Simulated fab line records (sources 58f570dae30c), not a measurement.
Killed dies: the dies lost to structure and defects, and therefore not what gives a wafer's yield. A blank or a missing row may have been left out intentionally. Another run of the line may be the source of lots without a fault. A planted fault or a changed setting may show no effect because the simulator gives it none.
Which tool was responsible?	flow berkeley-cmos170	14 lots, 42 wafers sampled, at 4 steps of a route of 331

WHAT EACH GAUGE READ, for each wafer
UCB170_NWELL_THK_MEAS_02. Usual: NWELL_OXIDE_THK typically reads 26.1 nm, with standard deviation 0.52.
lot	measured	on	NWELL_OXIDE_THK (nm)	flag
L147	day 2 04:05	film-metro-01	27.3 27.3 27.6	
L148	day 2 07:39	film-metro-01	26.2 26.9 26.7	
L150	day 2 15:20	film-metro-01	27.1 27.0 27.1	
L151	day 2 21:31	film-metro-03	26.2 26.5 26.1	
L152	day 2 21:31	film-metro-04	25.7 26.2 25.6	
L153	day 3 04:56	film-metro-01	26.6 26.3 26.7	
L154	day 3 11:50	film-metro-01	25.9 25.7 25.9	
L156	day 3 19:58	film-metro-01	25.7 25.9 25.8	
L164	day 5 16:50	film-metro-03	25.4 25.2 25.5	
L166	day 6 01:44	film-metro-01	25.7 26.2 26.3	
L167	day 6 01:44	film-metro-04	26.3 26.2 26.1	
L165	day 6 01:46	film-metro-03	26.6 26.2 25.9	
L169	day 6 13:00	film-metro-01	27.0 26.0 26.4	
L168	day 6 13:01	film-metro-03	25.7 25.6 25.9	

UCB170_PWELL_OVL_MEAS_13. Usual: PWELL_OVL typically reads 5 nm, with standard deviation 5.7.
lot	measured	on	PWELL_OVL (nm)	flag
L147	day 3 02:46	overlay-02	15 14 9	
L148	day 3 10:28	overlay-02	1 5 2	
L150	day 3 14:30	overlay-01	5 11 11	
L151	day 3 21:17	overlay-01	-8 -3 -10	
L152	day 3 21:32	overlay-01	2 -3 6	
L153	day 4 04:58	overlay-02	8 17 2	
L154	day 4 09:39	overlay-01	4 0 10	
L156	day 4 19:46	overlay-01	-2 -5 3	
L164	day 6 18:29	overlay-01	-1 0 -4	
L166	day 7 04:18	overlay-01	2 2 -2	
L167	day 7 04:32	overlay-01	7 1 -3	
L165	day 7 04:31	overlay-02	8 9 5	
L169	day 7 14:30	overlay-02	6 14 2	
L168	day 7 14:21	overlay-02	-3 -9 4	

UCB170_ACTIVE_THK_MEAS_06. Usual: ACTIVE_NITRIDE_THK typically reads 220.4 nm, with standard deviation 2.1.
lot	measured	on	ACTIVE_NITRIDE_THK (nm)	flag
L147	day 4 04:43	film-metro-04	220.1 219.3 218.6	
L148	day 4 12:26	film-metro-03	219.0 219.4 218.4	
L150	day 4 16:41	film-metro-03	218.7 216.4 218.3	
L151	day 4 21:43	film-metro-03	220.4 221.8 219.4	
L152	day 5 00:30	film-metro-02	440.3 439.3 440.5	OFF
L153	day 5 10:58	film-metro-02	221.3 221.7 223.9	
L154	day 5 16:04	film-metro-02	218.2 219.2 219.5	
L156	day 6 08:55	film-metro-03	438.9 434.1 438.0	OFF
L164	day 7 21:07	film-metro-04	222.3 222.5 222.4	
L166	day 8 03:28	film-metro-03	221.4 223.9 222.8	
L167	day 8 03:28	film-metro-04	218.3 218.8 219.1	
L165	day 8 03:31	film-metro-02	221.4 220.5 221.7	
L169	day 8 14:30	film-metro-02	219.5 219.8 219.4	
L168	day 8 14:31	film-metro-04	222.1 222.1 222.1	

WHAT TOOL EACH LOT RAN ON (gives the tool, then ch and the chambers of the sampled wafers, and finally the start)
lot	UCB170_ACTIVE_CVD_05
L147	lpcvd-02 ch 0, day 4 02:44
L148	lpcvd-01 ch 1, day 4 10:32
L150	lpcvd-02 ch 0, day 4 14:46
L151	lpcvd-02 ch 0, day 4 19:48
L152	lpcvd-02 ch 1, day 4 19:48
L153	lpcvd-01 ch 1, day 5 09:02
L154	lpcvd-02 ch 0, day 5 14:09
L156	lpcvd-02 ch 1, day 6 02:59 and lpcvd-01 ch 1, day 6 06:55
L164	lpcvd-01 ch 0, day 7 19:11
L166	lpcvd-01 ch 1, day 8 01:33
L167	lpcvd-01 ch 1, day 8 01:33
L165	lpcvd-01 ch 0, day 8 01:33
L169	lpcvd-02 ch 1, day 8 12:35
L168	lpcvd-02 ch 1, day 8 12:35
- UCB170_ACTIVE_CVD_05: deposits Si3N4 from SiH2Cl2/NH3, target thk 220 nm, time 3300 s.

WHAT THE TOOLS THEMSELVES READ (means of the sampled wafers that have a number; where no wafer has one, the mark that the record gives instead)
The record holds no such reading with a usual standard deviation.

THE ANSWER, worked out from the rows above alone
Rule: lot off if the mean of its wafers having a number is beyond 3 standard deviations from the usual mean. Also off: a lot with no number at a reading for which 4 or more lots have one. Any other lot the step has rows for is counted as sound. Order of review: gauges by route order, followed by the tools' own readings, for which a lot's mean as printed above is used. At the first step where some lot is off, the reading lying furthest off is the one used; lots without a number count as furthest.
Off: L152, L156, at UCB170_ACTIVE_THK_MEAS_06 (ACTIVE_NITRIDE_THK).
If a tool, at a process step before that reading, ran all the lots that are off and no sound lot after the first of them, it fits. Those tools and the gauges at UCB170_ACTIVE_THK_MEAS_06 are tried in the same way. No candidate that was tried fits.

WHAT WAS PUT IN BY THE SIMULATOR
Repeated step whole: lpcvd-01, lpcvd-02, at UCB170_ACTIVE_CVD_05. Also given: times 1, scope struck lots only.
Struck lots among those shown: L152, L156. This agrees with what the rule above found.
